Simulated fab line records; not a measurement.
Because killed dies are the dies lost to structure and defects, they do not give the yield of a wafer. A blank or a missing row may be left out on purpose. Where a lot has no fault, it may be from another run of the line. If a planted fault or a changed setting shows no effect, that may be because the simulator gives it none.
Commonality check across tools :: flow rit-cmos :: 13 lots and 39 wafers in the sample

WHY IT WAS OPENED
Of 13 lots, 1 have the reading GATE_POLY_THK flagged at RIT_GATE_THK_MEAS_09. No-fault wafers: 251.3 nm, standard deviation 2.3.
Rule: a lot is flagged when every wafer of it that has a number lies more than 4 standard deviations from that mean, or none has a number. The other lots count as sound.

lot: L773
measured: day 2 12:20
on: film-metro-03
GATE_POLY_THK (nm), wafer by wafer: 252.2 253.3 252.2
flag: 

lot: L774
measured: day 2 15:52
on: film-metro-02
GATE_POLY_THK (nm), wafer by wafer: 251.3 250.7 249.5
flag: 

lot: L776
measured: day 3 02:13
on: film-metro-02
GATE_POLY_THK (nm), wafer by wafer: 255.1 255.8 252.0
flag: 

lot: L777
measured: day 3 08:20
on: film-metro-04
GATE_POLY_THK (nm), wafer by wafer: 246.6 248.6 248.4
flag: 

lot: L779
measured: day 3 19:00
on: film-metro-04
GATE_POLY_THK (nm), wafer by wafer: 251.8 251.1 250.3
flag: 

lot: L781
measured: day 4 04:29
on: film-metro-04
GATE_POLY_THK (nm), wafer by wafer: 254.8 253.9 254.3
flag: 

lot: L782
measured: day 4 10:53
on: film-metro-02
GATE_POLY_THK (nm), wafer by wafer: 248.6 248.7 247.4
flag: 

lot: L784
measured: day 4 22:04
on: film-metro-03
GATE_POLY_THK (nm), wafer by wafer: 256.0 254.3 254.8
flag: 

lot: L786
measured: day 5 15:22
on: film-metro-04
GATE_POLY_THK (nm), wafer by wafer: 251.9 252.8 250.1
flag: 

lot: L790
measured: day 6 05:44
on: film-metro-04
GATE_POLY_THK (nm), wafer by wafer: 264.0 266.1 265.8
flag: FLAGGED

lot: L791
measured: day 6 13:17
on: film-metro-04
GATE_POLY_THK (nm), wafer by wafer: 251.8 249.8 250.2
flag: 

lot: L795
measured: day 7 06:19
on: film-metro-03
GATE_POLY_THK (nm), wafer by wafer: 255.1 251.5 253.3
flag: 

lot: L796
measured: day 7 07:55
on: film-metro-03
GATE_POLY_THK (nm), wafer by wafer: 252.9 251.7 253.5
flag: 
The numbers of the flagged lots are 265.3 nm on average: +14.0 nm against the usual, or +6 standard deviations.

WHICH TOOL RAN EACH LOT
The record keeps 1 process step preceding the reading, out of 202 steps on the route. Read each cell as the tool, then ch plus the chambers that the sampled wafers visited, then the start.
lot: L773
flag: 
RIT_GATE_CVD_08: lpcvd-02 ch 0, day 2 10:41

lot: L774
flag: 
RIT_GATE_CVD_08: lpcvd-01 ch 1, day 2 14:15

lot: L776
flag: 
RIT_GATE_CVD_08: lpcvd-02 ch 1, day 3 00:35

lot: L777
flag: 
RIT_GATE_CVD_08: lpcvd-02 ch 1, day 3 06:43

lot: L779
flag: 
RIT_GATE_CVD_08: lpcvd-01 ch 1, day 3 17:23

lot: L781
flag: 
RIT_GATE_CVD_08: lpcvd-02 ch 0, day 4 02:50

lot: L782
flag: 
RIT_GATE_CVD_08: lpcvd-01 ch 1, day 4 09:15

lot: L784
flag: 
RIT_GATE_CVD_08: lpcvd-02 ch 0, day 4 20:27

lot: L786
flag: 
RIT_GATE_CVD_08: lpcvd-01 ch 1, day 5 13:44

lot: L790
flag: FLAGGED
RIT_GATE_CVD_08: lpcvd-02 ch 0, day 6 04:07

lot: L791
flag: 
RIT_GATE_CVD_08: lpcvd-01 ch 1, day 6 11:41

lot: L795
flag: 
RIT_GATE_CVD_08: lpcvd-01 ch 0, day 7 04:40

lot: L796
flag: 
RIT_GATE_CVD_08: lpcvd-01 ch 0, day 7 06:17
What is done by these steps:
- RIT_GATE_CVD_08: deposits poly-Si from SiH4, target thk 250 nm, time 2220 s.
- RIT_GATE_THK_MEAS_09

FLAGGED OVER TOTAL, TOOL BY TOOL (the gauges that took the reading come last)
step: RIT_GATE_CVD_08
tool: lpcvd-01
lots run: 7
flagged: 0
share of the flagged lots: none
sound lots run after its first flagged lot: -

step: RIT_GATE_CVD_08
tool: lpcvd-02
lots run: 6
flagged: 1
share of the flagged lots: all
sound lots run after its first flagged lot: 0

step: RIT_GATE_THK_MEAS_09
tool: film-metro-02
lots run: 3
flagged: 0
share of the flagged lots: none
sound lots run after its first flagged lot: -

step: RIT_GATE_THK_MEAS_09
tool: film-metro-03
lots run: 4
flagged: 0
share of the flagged lots: none
sound lots run after its first flagged lot: -

step: RIT_GATE_THK_MEAS_09
tool: film-metro-04
lots run: 6
flagged: 1
share of the flagged lots: all
sound lots run after its first flagged lot: 1 (L791)

THE TABLE: WHAT IT ALLOWS
Rows of the table that ran all the flagged lots, 2 in number: lpcvd-02 at RIT_GATE_CVD_08; film-metro-04 at RIT_GATE_THK_MEAS_09.
- lpcvd-02 at RIT_GATE_CVD_08 ran 6 lots, 1 of them flagged. It ran its last sound lot, L784, at day 4 20:27 and its first flagged lot, L790, at day 6 04:07: a fault with its onset between the two fits.
- film-metro-04 at RIT_GATE_THK_MEAS_09 ran 6 lots, 1 of them flagged. Sound lots followed the first flagged one (L791) on it, something a lasting fault affecting the whole tool could not allow.
One tool is left: lpcvd-02 at RIT_GATE_CVD_08.

WHAT WAS PUT IN BY THE SIMULATOR
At RIT_GATE_CVD_08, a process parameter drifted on lpcvd-02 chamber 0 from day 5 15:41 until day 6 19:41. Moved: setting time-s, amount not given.
Shown lots that were struck: L790. This agrees with what the rule above found.
